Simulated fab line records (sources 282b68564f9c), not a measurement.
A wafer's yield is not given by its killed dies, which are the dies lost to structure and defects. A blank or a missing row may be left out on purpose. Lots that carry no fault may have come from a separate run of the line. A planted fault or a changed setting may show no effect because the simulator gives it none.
fab line records    flow rit_cmos
record lots=6  wafers=18  last_day=7
route steps=202 shown PRETRO@72 GATE@75 FOX2@80 REOX@98 NLDD@103 SDANNEAL@155 M1@202
lots that met no fault: from a run of the same line without faults
start_h: the number of hours between the record's first day and the start of the first shown wafer of the lot    wait_h: hours since the lot's step before    " identical to the entry in the row above    L1.1+2: a single row standing in for several wafers    - value missing, or start not given    * or withheld: withheld    < > ~ a bound
route shown NAME@n: NAME is a module with steps in the file, n the number in the route of the first one    usual: average and standard deviation across the fault-free wafers    same: alike in all rows    chamber/n: place in a boat    sites: each site's reading    _std_site: how widely they spread, as a standard deviation    _edge_site: the outer-site mean with the inner-site mean subtracted    radius_mm: how far each site lies from the wafer's centre    mask NAME#n: copy n    behind: the tool/chamber that last shaped the wafer    hold: why the lot went on hold/how many hours it stayed there/how the hold came to an end    device: transistor that didn't switch, given as n, p or np    end of line: at the end of the route, the tests of the same wafers    a step with no rows: only its recipe    killed: at the first sort, the dies lost to defects and structure; wafer yield is something else    map: a wafer's dies, marking killed ones x, the rest . and places with no die _
set.NAME: the run value of the setting; set.NAME@STEP: its run value at that earlier step    model.NAME: the simulator's own value behind a step, which no gauge read
lots seen at some steps along the route; tables by step, rows by wafer
services: a tool's chamber out of use, with start hour (start_h, from the record's first day; less than 0 if before it), hours out, and reason
## steps
# step RIT_PRETRO_IMPLANT_08
# recipe species=B  energy_kev=45  dose_cm2=1.2e+13  tilt_deg=7
# step RIT_PRETRO_STRIP_09
# recipe chemistry=O2  time_s=180  resist=NOVOLAK  platen_temp_c=withheld  power_w=500  pressure_mtorr=4000  o2_flow_sccm=4000
# usual drypump_motor_current_A=5.95/0.2
lot.wafer  tool             chamber  start_h  wait_h  drypump_motor_current_A  rf_hours_counter_h
L760.2     plasma_asher-04  1        38.63    0.1     6.21                     23
L760.4     "                0        "        "       6.17                     -
L760.6     "                0        "        "       6.20                     -
L766.4     plasma_asher-01  0        74.91    0.1     5.80                     -
L766.5     "                1        "        "       5.78                     -
L766.6     "                0        "        "       5.81                     -
L768.1     plasma_asher-01  1        81.87    0.1     5.76                     43
L768.2     "                0        "        "       5.80                     43
L768.4     "                0        "        "       5.82                     -
L771.1     plasma_asher-04  1        93.77    0.1     6.18                     29
L771.4     "                0        "        "       6.16                     -
L771.6     "                1        "        "       6.22                     -
L778.1     plasma_asher-04  1        129.23   0.1     6.15                     33
L778.4     "                0        "        "       6.20                     -
L778.6     "                1        "        "       6.18                     -
L780.3     plasma_asher-04  1        138.45   0.1     6.19                     -
L780.5     "                0        "        "       6.20                     -
L780.6     "                1        "        "       6.18                     -
# step RIT_PRETRO_TW_MEAS_10
# usual PRETRO_TW=475/4.4
lot.wafer  tool           chamber  start_h  wait_h  PRETRO_TW
L760.2     film_metro-01  -        38.81    0.1     483
L760.4     "              -        "        "       483
L760.6     "              -        "        "       479
L766.4     film_metro-01  -        75.06    0.1     479
L766.5     "              -        "        "       477
L766.6     "              -        "        "       478
L768.1     film_metro-03  -        82.04    0.1     474
L768.2     "              -        "        "       472
L768.4     "              -        "        "       474
L771.1     film_metro-03  -        93.94    0.1     472
L771.4     "              -        "        "       472
L771.6     "              -        "        "       475
L778.1     film_metro-01  -        129.41   0.1     477
L778.4     "              -        "        "       480
L778.6     "              -        "        "       479
L780.3     film_metro-01  -        138.58   0.1     479
L780.5     "              -        "        "       479
L780.6     "              -        "        "       478
# step RIT_GATE_WET_ETCH_00
# recipe chemistry=BOE  target=SiO2  target_depth_nm=56  time_s=60  dry=n2_spin  dilution=10:1  temp_c=21.5
# step RIT_GATE_CLEAN_01
# recipe chemistry=SC1  mix=3:3:50  time_s=600  temp_c=75
# step RIT_GATE_CLEAN_02
# recipe chemistry=dHF  dilution=50:1  time_s=30
# step RIT_GATE_CLEAN_03
# recipe chemistry=SC2  mix=3:3:50  time_s=600  temp_c=75  dry=n2_spin
# step RIT_GATE_CLEAN_04
# recipe chemistry=dHF  dilution=50:1  time_s=60  dry=n2_spin
# step RIT_FOX2_THK_MEAS_91
# recipe reads=SiO2_of_FOX2_OXIDATION_00
# usual FIELD_OXIDE_LEFT_2_THK=258/6.7
lot.wafer  tool           chamber  start_h  wait_h  FIELD_OXIDE_LEFT_2_THK[nm]
L760.2     film_metro-01  -        39.59    0.0     252
L760.4     "              -        "        "       253
L760.6     "              -        "        "       254
L766.4     film_metro-04  -        75.73    0.0     274
L766.5     "              -        "        "       273
L766.6     "              -        "        "       271
L768.1     film_metro-04  -        82.72    0.0     251
L768.2     "              -        "        "       260
L768.4     "              -        "        "       250
L771.1     film_metro-04  -        94.42    0.0     271
L771.4     "              -        "        "       270
L771.6     "              -        "        "       269
L778.1     film_metro-01  -        129.89   0.0     255
L778.4     "              -        "        "       251
L778.6     "              -        "        "       262
L780.3     film_metro-02  -        139.41   0.0     256
L780.5     "              -        "        "       262
L780.6     "              -        "        "       253
# step RIT_GATE_OXIDATION_05
# recipe temp_c=900  ambient=O2  target_thk_a=30  ox_time_s=270
# step RIT_GATE_ANNEAL_06
# recipe temp_c=900  time_s=600  ambient=N2O
# step RIT_GATE_THK_MEAS_07
# recipe reads=SiO2_of_GATE_OXIDATION_05
# usual GATE_OXIDE_THK=3.03/0.059
lot.wafer  tool           chamber  start_h  wait_h  GATE_OXIDE_THK[nm]
L760.2     film_metro-04  -        41.37    0.0     3.13
L760.4     "              -        "        "       3.08
L760.6     "              -        "        "       3.07
L766.4     film_metro-04  -        79.55    0.0     2.95
L766.5     "              -        "        "       2.92
L766.6     "              -        "        "       2.93
L768.1     film_metro-01  -        85.45    0.0     3.11
L768.2     "              -        "        "       3.11
L768.4     "              -        "        "       3.14
L771.1     film_metro-01  -        97.52    0.0     2.95
L771.4     "              -        "        "       3.02
L771.6     "              -        "        "       3.03
L778.1     film_metro-02  -        131.28   0.0     3.01
L778.4     "              -        "        "       2.98
L778.6     "              -        "        "       3.04
L780.3     film_metro-01  -        142.61   0.0     2.96
L780.5     "              -        "        "       2.94
L780.6     "              -        "        "       2.99
# step RIT_GATE_CVD_08
# recipe material=poly-Si  target_thk_nm=250  temp_c=610  precursor=SiH4  time_s=2220  pressure_mtorr=300  sih4_flow_sccm=100
# usual spike_tc_centre_C=612.6/1.1  spike_tc_load_C=632.5/2.2  spike_tc_source_C=628.4/2  susceptor_temp_C=610.0/0.32
lot.wafer  tool      chamber  start_h  wait_h  spike_tc_centre_C  spike_tc_load_C  spike_tc_source_C  susceptor_temp_C  model.poly-Si_of_GATE_CVD_08.thk_nm
L760.2     lpcvd-01  0        41.42    0.0     612.6              630.0            629.5              610.5             251.1
L760.4     "         0        "        "       612.0              630.1            630.1              610.0             249.9
L760.6     "         0        "        "       612.9              632.7            628.7              610.6             249.7
L766.4     lpcvd-01  0        79.58    0.0     591.4              611.1            607.9              589.3             152.7
L766.5     "         0        "        "       591.2              610.4            607.4              589.0             153.3
L766.6     "         0        "        "       592.1              611.0            608.3              589.0             154.4
L768.1     lpcvd-01  0        85.51    0.1     592.2              610.6            604.9              589.1             154
L768.2     "         0        "        "       591.3              610.2            607.6              589.0             151.2
L768.4     "         0        "        "       592.8              610.5            607.0              589.5             153.4
L771.1     lpcvd-02  0        98.75    1.2     613.2              632.3            626.4              610.1             251.1
L771.4     "         0        "        "       611.8              632.7            626.1              610.3             252.5
L771.6     "         0        "        "       612.1              631.5            625.6              610.3             250.7
L778.1     lpcvd-02  0        131.34   0.1     611.0              631.9            626.0              609.6             254.1
L778.4     "         0        "        "       614.0              631.1            627.3              609.6             253.8
L778.6     "         0        "        "       612.0              633.3            626.9              610.0             254.6
L780.3     lpcvd-02  0        143.16   0.5     612.6              634.1            626.2              609.6             255.1
L780.5     "         0        "        "       612.2              632.3            626.9              609.4             255.2
L780.6     "         0        "        "       611.3              632.6            626.2              610.0             255.3
# step RIT_GATE_THK_MEAS_09
# recipe reads=poly-Si_of_GATE_CVD_08
# usual GATE_POLY_THK=252.6/2.5
lot.wafer  tool           chamber  start_h  wait_h  GATE_POLY_THK[nm]
L760.2     film_metro-04  -        43.05    0.0     251.0
L760.4     "              -        "        "       249.9
L760.6     "              -        "        "       249.5
L766.4     film_metro-01  -        82.03    0.0     152.6
L766.5     "              -        "        "       153.2
L766.6     "              -        "        "       154.5
L768.1     film_metro-04  -        87.94    0.0     154.0
L768.2     "              -        "        "       151.1
L768.4     "              -        "        "       153.4
L771.1     film_metro-01  -        100.36   0.0     251.2
L771.4     "              -        "        "       252.5
L771.6     "              -        "        "       250.6
L778.1     film_metro-04  -        132.95   0.0     254.2
L778.4     "              -        "        "       253.8
L778.6     "              -        "        "       254.5
L780.3     film_metro-04  -        144.80   0.0     255.2
L780.5     "              -        "        "       255.2
L780.6     "              -        "        "       255.2
# step RIT_GATE_HMDS_10
# recipe prime_time_s=60  prime_temp_c=140
# step RIT_GATE_COAT_11
# recipe resist=NOVOLAK  spin_rpm=4250  resist_thk_nm=850
# step RIT_GATE_SOFTBAKE_12
# recipe resist=NOVOLAK  temp_c=90  time_s=60
# step RIT_GATE_EXPOSE_13
# recipe mask_id=M6  na=0.6  source_shape=conventional  sigma_outer=0.6  target_cd_nm=150  dose_mj=380
# step RIT_GATE_PEB_14
# recipe resist=NOVOLAK  temp_c=withheld  time_s=withheld
# step RIT_GATE_DEVELOP_15
# recipe resist=NOVOLAK  develop_time_s=50  dev_temp_c=23
# step RIT_GATE_CD_MEAS_16
# recipe target_cd_nm=150
# usual cd_nm=149.2/2.6
lot.wafer  tool       chamber  start_h  wait_h  cd_nm
L760.2     cd_sem-02  -        44.03    -       147.0
L760.4     "          -        "        "       147.8
L760.6     "          -        "        "       149.7
L766.4     cd_sem-01  -        83.10    -       149.9
L766.5     "          -        "        "       148.3
L766.6     "          -        "        "       149.2
L768.1     cd_sem-01  -        88.86    -       153.2
L768.2     "          -        "        "       152.7
L768.4     "          -        "        "       153.4
L771.1     cd_sem-02  -        101.67   -       149.7
L771.4     "          -        "        "       150.3
L771.6     "          -        "        "       150.7
L778.1     cd_sem-01  -        133.99   -       146.5
L778.4     "          -        "        "       145.5
L778.6     "          -        "        "       148.7
L780.3     cd_sem-02  -        145.73   -       145.7
L780.5     "          -        "        "       147.5
L780.6     "          -        "        "       147.8
# step RIT_GATE_OVL_MEAS_17
# usual GATE_OVL=1.3/1.4
lot.wafer  tool        chamber  start_h  wait_h  GATE_OVL[nm]
L760.2     overlay-01  -        44.14    0.1     0.8
L760.4     "           -        "        "       3.2
L760.6     "           -        "        "       1.2
L766.4     overlay-02  -        83.18    0.1     1.3
L766.5     "           -        "        "       3.4
L766.6     "           -        "        "       2.9
L768.1     overlay-02  -        88.98    0.1     -0.1
L768.2     "           -        "        "       1.4
L768.4     "           -        "        "       1.1
L771.1     overlay-01  -        101.79   0.1     -0.1
L771.4     "           -        "        "       2.9
L771.6     "           -        "        "       2.6
L778.1     overlay-02  -        134.11   0.1     2.5
L778.4     "           -        "        "       1.9
L778.6     "           -        "        "       1.0
L780.3     overlay-01  -        145.82   0.1     2.1
L780.5     "           -        "        "       0.6
L780.6     "           -        "        "       2.7
# step RIT_GATE_HARDBAKE_18
# recipe resist=NOVOLAK  temp_c=140  time_s=60
# step RIT_GATE_ETCH_19
# recipe chemistry=SF6/CHF3/O2  time_s=165  SF6_flow_sccm=30  CHF3_flow_sccm=30  O2_flow_sccm=5  target=poly-Si  pressure_mtorr=40  rf_w=160  target_depth_a=3125  over_etch_frac=0.25  stop_on=SiO2
# usual drypump_motor_current_A=5.8/0.43  oes_product_au=0.849/0.013  throttle_valve_pct=10.31/0.096
lot.wafer  tool       chamber  start_h  wait_h  drypump_motor_current_A  oes_product_au  rf_hours_counter_h  throttle_valve_pct  model.GATE.feature_depth_nm  model.etch.depth_nm
L760.2     rie_si-01  2        44.32    0.1     6.0                      0.855           136                 10.23               251.1                        251.1
L760.4     "          0        "        "       5.8                      0.833           39                  10.23               249.9                        249.9
L760.6     "          1        "        "       5.9                      0.859           -                   10.32               249.7                        249.7
L766.4     rie_si-01  3        83.34    0.1     5.5                      0.595           4                   10.22               152.7                        152.7
L766.5     "          3        "        "       5.4                      0.595           -                   10.22               153.3                        153.3
L766.6     "          0        "        "       5.8                      0.608           -                   10.24               154.4                        154.4
L768.1     rie_si-01  3        89.17    0.1     5.4                      0.607           4                   10.22               154                          154
L768.2     "          0        "        "       5.8                      0.604           40                  10.23               151.2                        151.2
L768.4     "          2        "        "       6.0                      0.613           137                 10.25               153.4                        153.4
L771.1     rie_si-02  0        102.06   0.1     6.6                      0.853           1                   10.35               251.1                        251.1
L771.4     "          3        "        "       5.8                      0.848           122                 10.53               252.5                        252.5
L771.6     "          0        "        "       6.7                      0.845           -                   10.34               250.7                        250.7
L778.1     rie_si-01  0        134.29   0.1     5.8                      0.848           40                  10.21               254.1                        254.1
L778.4     "          2        "        "       6.0                      0.859           137                 10.24               253.8                        253.8
L778.6     "          2        "        "       6.1                      0.860           -                   10.23               254.6                        254.6
L780.3     rie_si-01  2        146.22   0.1     6.0                      0.860           137                 10.24               255.1                        255.1
L780.5     "          2        "        "       6.0                      0.864           -                   10.25               255.2                        255.2
L780.6     "          1        "        "       5.8                      0.870           -                   10.32               255.3                        255.3
# step RIT_GATE_STRIP_20
# recipe chemistry=O2  time_s=180  resist=NOVOLAK  platen_temp_c=withheld  power_w=500  pressure_mtorr=4000  o2_flow_sccm=4000
# usual drypump_motor_current_A=5.91/0.22
lot.wafer  tool             chamber  start_h  wait_h  drypump_motor_current_A  rf_hours_counter_h
L760.2     plasma_asher-04  0        44.43    0.1     6.19                     24
L760.4     "                0        "        "       6.18                     -
L760.6     "                1        "        "       6.17                     -
L766.4     plasma_asher-02  1        83.51    0.1     5.88                     -
L766.5     "                0        "        "       5.70                     -
L766.6     "                1        "        "       5.90                     -
L768.1     plasma_asher-03  1        89.28    0.1     5.66                     45
L768.2     "                0        "        "       5.76                     45
L768.4     "                1        "        "       5.67                     -
L771.1     plasma_asher-04  1        102.17   0.1     6.19                     30
L771.4     "                1        "        "       6.18                     -
L771.6     "                0        "        "       6.18                     -
L778.1     plasma_asher-03  1        134.40   0.1     5.66                     50
L778.4     "                0        "        "       5.77                     -
L778.6     "                1        "        "       5.64                     -
L780.3     plasma_asher-04  0        146.39   0.1     6.19                     -
L780.5     "                1        "        "       6.18                     -
L780.6     "                0        "        "       6.19                     -
# step RIT_GATE_CD_MEAS_90
# recipe target_cd_nm=150
# usual cd_nm=149.2/2.7
lot.wafer  tool       chamber  start_h  wait_h  cd_nm
L760.2     cd_sem-02  -        44.62    0.1     147.4
L760.4     "          -        "        "       147.4
L760.6     "          -        "        "       149.8
L766.4     cd_sem-02  -        83.69    0.1     149.7
L766.5     "          -        "        "       147.8
L766.6     "          -        "        "       148.9
L768.1     cd_sem-01  -        89.45    0.1     153.2
L768.2     "          -        "        "       152.6
L768.4     "          -        "        "       153.5
L771.1     cd_sem-01  -        102.34   0.1     149.9
L771.4     "          -        "        "       150.3
L771.6     "          -        "        "       150.7
L778.1     cd_sem-02  -        134.58   0.1     146.1
L778.4     "          -        "        "       145.7
L778.6     "          -        "        "       148.9
L780.3     cd_sem-02  -        146.54   0.1     145.5
L780.5     "          -        "        "       147.5
L780.6     "          -        "        "       147.7
# step RIT_REOX_CLEAN_00
# recipe chemistry=SC1  mix=3:3:50  time_s=600  temp_c=75
# step RIT_REOX_CLEAN_01
# recipe chemistry=dHF  dilution=50:1  time_s=30
# step RIT_REOX_CLEAN_02
# recipe chemistry=SC2  mix=3:3:50  time_s=600  temp_c=75  dry=n2_spin
# step RIT_REOX_OXIDATION_03
# recipe temp_c=900  ambient=O2  target_thk_a=252  ox_time_s=5580
# step RIT_REOX_THK_MEAS_04
# recipe reads=SiO2_of_REOX_OXIDATION_03
# usual REOX_OXIDE_THK=25.1/0.46
lot.wafer  tool           chamber  start_h  wait_h  REOX_OXIDE_THK[nm]
L760.2     film_metro-01  -        51.22    0.0     24.2
L760.4     "              -        "        "       24.8
L760.6     "              -        "        "       24.9
L766.4     film_metro-04  -        86.86    0.0     25.2
L766.5     "              -        "        "       25.0
L766.6     "              -        "        "       25.6
L768.1     film_metro-01  -        93.33    0.0     25.7
L768.2     "              -        "        "       25.7
L768.4     "              -        "        "       26.0
L771.1     film_metro-01  -        106.34   0.0     24.9
L771.4     "              -        "        "       25.1
L771.6     "              -        "        "       25.4
L778.1     film_metro-03  -        137.85   0.0     24.6
L778.4     "              -        "        "       24.5
L778.6     "              -        "        "       25.1
L780.3     film_metro-03  -        149.77   0.0     25.0
L780.5     "              -        "        "       25.3
L780.6     "              -        "        "       24.8
# step RIT_NLDD_HMDS_00
# recipe prime_time_s=60  prime_temp_c=140
# step RIT_NLDD_COAT_01
# recipe resist=NOVOLAK  spin_rpm=3250  resist_thk_nm=1000
# step RIT_NLDD_SOFTBAKE_02
# recipe resist=NOVOLAK  temp_c=90  time_s=60
# step RIT_NLDD_EXPOSE_03
# recipe mask_id=M7  na=0.57  target_cd_nm=40700  dose_mj=250
# step RIT_NLDD_PEB_04
# recipe resist=NOVOLAK  temp_c=withheld  time_s=withheld
# step RIT_NLDD_DEVELOP_05
# recipe resist=NOVOLAK  develop_time_s=50  dev_temp_c=23
# step RIT_NLDD_OVL_MEAS_06
# usual NLDD_OVL=0.5/1.4
lot.wafer  tool        chamber  start_h  wait_h  NLDD_OVL[nm]
L760.2     overlay-02  -        52.13    -       1.4
L760.4     "           -        "        "       -1.0
L760.6     "           -        "        "       0.4
L766.4     overlay-02  -        87.76    -       2.1
L766.5     "           -        "        "       1.6
L766.6     "           -        "        "       1.0
L768.1     overlay-01  -        94.37    -       0.3
L768.2     "           -        "        "       -0.6
L768.4     "           -        "        "       -0.1
L771.1     overlay-02  -        107.25   -       0.1
L771.4     "           -        "        "       -1.4
L771.6     "           -        "        "       1.8
L778.1     overlay-02  -        138.89   -       1.7
L778.4     "           -        "        "       2.1
L778.6     "           -        "        "       1.0
L780.3     overlay-01  -        150.79   -       -2.0
L780.5     "           -        "        "       -1.0
L780.6     "           -        "        "       -2.3
# step RIT_NLDD_HARDBAKE_07
# recipe resist=NOVOLAK  temp_c=140  time_s=60
# step RIT_NLDD_IMPLANT_08
# recipe species=P  energy_kev=20  dose_cm2=5e+14  tilt_deg=7
# step RIT_NLDD_STRIP_09
# recipe chemistry=O2  time_s=180  resist=NOVOLAK  platen_temp_c=withheld  power_w=500  pressure_mtorr=4000  o2_flow_sccm=4000
# usual drypump_motor_current_A=5.76/0.068
lot.wafer  tool             chamber  start_h  wait_h  drypump_motor_current_A  rf_hours_counter_h
L760.2     plasma_asher-03  1        52.46    0.1     5.65                     41
L760.4     "                0        "        "       5.75                     -
L760.6     "                0        "        "       5.76                     -
L766.4     plasma_asher-02  1        88.14    0.1     5.89                     -
L766.5     "                0        "        "       5.69                     -
L766.6     "                1        "        "       5.88                     -
L768.1     plasma_asher-01  1        94.71    0.1     5.76                     45
L768.2     "                0        "        "       5.78                     45
L768.4     "                1        "        "       5.75                     -
L771.1     plasma_asher-01  1        107.59   0.1     5.74                     46
L771.4     "                1        "        "       5.75                     -
L771.6     "                0        "        "       5.82                     -
L778.1     plasma_asher-01  1        139.22   0.1     5.77                     50
L778.4     "                0        "        "       5.82                     -
L778.6     "                1        "        "       5.76                     -
L780.3     plasma_asher-03  1        151.18   0.1     5.64                     -
L780.5     "                1        "        "       5.64                     -
L780.6     "                0        "        "       5.77                     -
# step RIT_NLDD_TW_MEAS_10
# usual NLDD_TW=2491/28
lot.wafer  tool           chamber  start_h  wait_h  NLDD_TW
L760.2     film_metro-03  -        52.64    0.1     2466
L760.4     "              -        "        "       2471
L760.6     "              -        "        "       2475
L766.4     film_metro-03  -        88.28    0.1     2475
L766.5     "              -        "        "       2474
L766.6     "              -        "        "       2477
L768.1     film_metro-04  -        94.88    0.1     2525
L768.2     "              -        "        "       2534
L768.4     "              -        "        "       2508
L771.1     film_metro-03  -        107.76   0.1     2465
L771.4     "              -        "        "       2469
L771.6     "              -        "        "       2457
L778.1     film_metro-04  -        139.40   0.1     2510
L778.4     "              -        "        "       2517
L778.6     "              -        "        "       2523
L780.3     film_metro-03  -        151.31   0.1     2484
L780.5     "              -        "        "       2475
L780.6     "              -        "        "       2499
# step RIT_SDANNEAL_CLEAN_02
# recipe chemistry=SC2  mix=3:3:50  time_s=600  temp_c=75  dry=n2_spin
# usual temp_c=75.01/0.12
lot.wafer  tool          chamber  start_h  wait_h  temp_c  model.poly-Si_of_GATE_CVD_08.thk_nm
L760.2     wet_bench-03  3        59.73    0.0     75.01   165.6
L760.4     "             3        "        "       74.86   163.7
L760.6     "             3        "        "       75.02   164.4
L766.4     wet_bench-04  0        96.84    0.0     75.20   64.88
L766.5     "             0        "        "       75.23   66
L766.6     "             0        "        "       75.13   66.33
L768.1     wet_bench-03  1        102.52   0.0     75.07   68.11
L768.2     "             1        "        "       75.15   65.7
L768.4     "             1        "        "       74.98   68.15
L771.1     wet_bench-01  2        115.05   0.0     74.93   162.5
L771.4     "             2        "        "       75.12   165.6
L771.6     "             2        "        "       75.00   162.5
L778.1     wet_bench-03  0        146.95   0.0     74.83   165.8
L778.4     "             0        "        "       74.95   167.1
L778.6     "             0        "        "       74.90   167.5
L780.3     wet_bench-01  0        158.83   0.0     74.78   168.4
L780.5     "             0        "        "       74.96   169.3
L780.6     "             0        "        "       74.78   168.1
# step RIT_M1_PROBE_99
# usual killed_at_contacts=0.1/0.36  killed_at_front_end=7/3.1  killed_dies=7/3.1  killed_open=3.6/2.1  killed_short=3.2/1.9
# same gross_dies=264  killed_at_M0_to_M3=0  killed_at_M4_up=0  killed_at_back_side=0  killed_at_other=0
lot.wafer  tool       chamber  start_h  wait_h  killed_at_contacts  killed_at_front_end  killed_dies  killed_open  killed_short
L760.2     prober-02  -        68.20    0.1     0                   10                   10           6            4
L760.4     prober-02  -        68.30    0.2     0                   9                    9            4            5
L760.6     prober-02  -        68.40    0.2     0                   4                    4            1            3
L778.1     prober-02  -        154.75   0.1     0                   10                   10           5            5
L778.4     prober-02  -        154.90   0.2     0                   9                    9            4            5
L778.6     prober-02  -        155.00   0.2     0                   7                    7            0            7
# killed by level:class
L760.2 GATE:geometric_particle:short=3 GATE:geometric_particle:open=2 ACTIVE:geometric_particle:open=1 FOX1:geometric_particle:open=1 FOX2:geometric_particle:short=1 SILICIDE:geometric_particle:open=1 STARTING-WAFER:geometric_particle:open=1
L760.4 GATE:geometric_particle:short=3 FOX1:geometric_particle:short=1 FOX1:geometric_particle:open=1 GATE:geometric_particle:open=1 REOX:geometric_particle:open=1 SILICIDE:geometric_particle:short=1 SILICIDE:geometric_particle:open=1
L760.6 GATE:geometric_particle:short=2 GATE:geometric_particle:open=1 REOX:geometric_particle:short=1
L778.1 GATE:geometric_particle:short=3 GATE:geometric_particle:open=3 SILICIDE:geometric_particle:open=2 FOX2:geometric_particle:short=1 SPACER:geometric_particle:short=1
L778.4 REOX:geometric_particle:open=2 SILICIDE:geometric_particle:short=2 FOX1:geometric_particle:short=1 FOX2:geometric_particle:open=1 GATE:geometric_particle:short=1 GATE:geometric_particle:open=1 REOX:geometric_particle:short=1
L778.6 GATE:geometric_particle:short=3 REOX:geometric_particle:short=3 SILICIDE:geometric_particle:short=1
## services
tool             chamber  start_h  hours  kind
rie_si-02        -        56.97    2.8    pm
plasma_asher-04  -        105.75   0.9    repair
plasma_asher-02  -        108.75   9.0    pm
plasma_asher-02  0        108.75   9.0    vent_cycle
plasma_asher-02  1        108.75   9.0    vent_cycle
plasma_asher-02  0        117.75   -      clean
plasma_asher-02  1        117.75   -      clean
wet_bench-04     -        120.41   1.9    pm
## key
first_sign step=RIT_GATE_CVD_08  reading=susceptor_temp_C  direction=down  sigmas=65  usual=*  struck=*
effect step=RIT_GATE_CVD_08  reading=spike_tc_centre_C  direction=down  sigmas=18  usual=612.6  struck=591.8
effect step=RIT_GATE_THK_MEAS_09  reading=GATE_POLY_THK  direction=down  sigmas=41  usual=252.6  struck=153.1
effect step=RIT_GATE_ETCH_19  reading=oes_product_au  direction=down  sigmas=20  usual=0.849  struck=0.604
model_effect step=RIT_GATE_CVD_08  value=poly-Si_of_GATE_CVD_08.thk_nm  without=253.5  struck=153.2
model_effect step=RIT_GATE_ETCH_19  value=GATE.feature_depth_nm  without=253.5  struck=153.2
model_effect step=RIT_SDANNEAL_CLEAN_02  value=poly-Si_of_GATE_CVD_08.thk_nm  without=166.9  struck=66.53
met_at RIT_GATE_CVD_08
struck_wafers L766.4,L766.5,L766.6,L768.1,L768.2,L768.4
tester_left_out L766,L768
onset_between 41.42 79.58
fault kind=process_parameter_drift  tool=lpcvd-01  chamber=0  onset_h=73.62  steps=RIT_GATE_CVD_08  channel=temp_c  offset=*  shape=step  end_h=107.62  acts_in=*  stated=*
# tester_left_out: of these lots the tester's yield and bins aren't shown, on N5 and GAA mostly nor the transistor test; their killed dies are dies lost to structure and defects alone, not to doping, threshold or leakage, so they don't give the yield
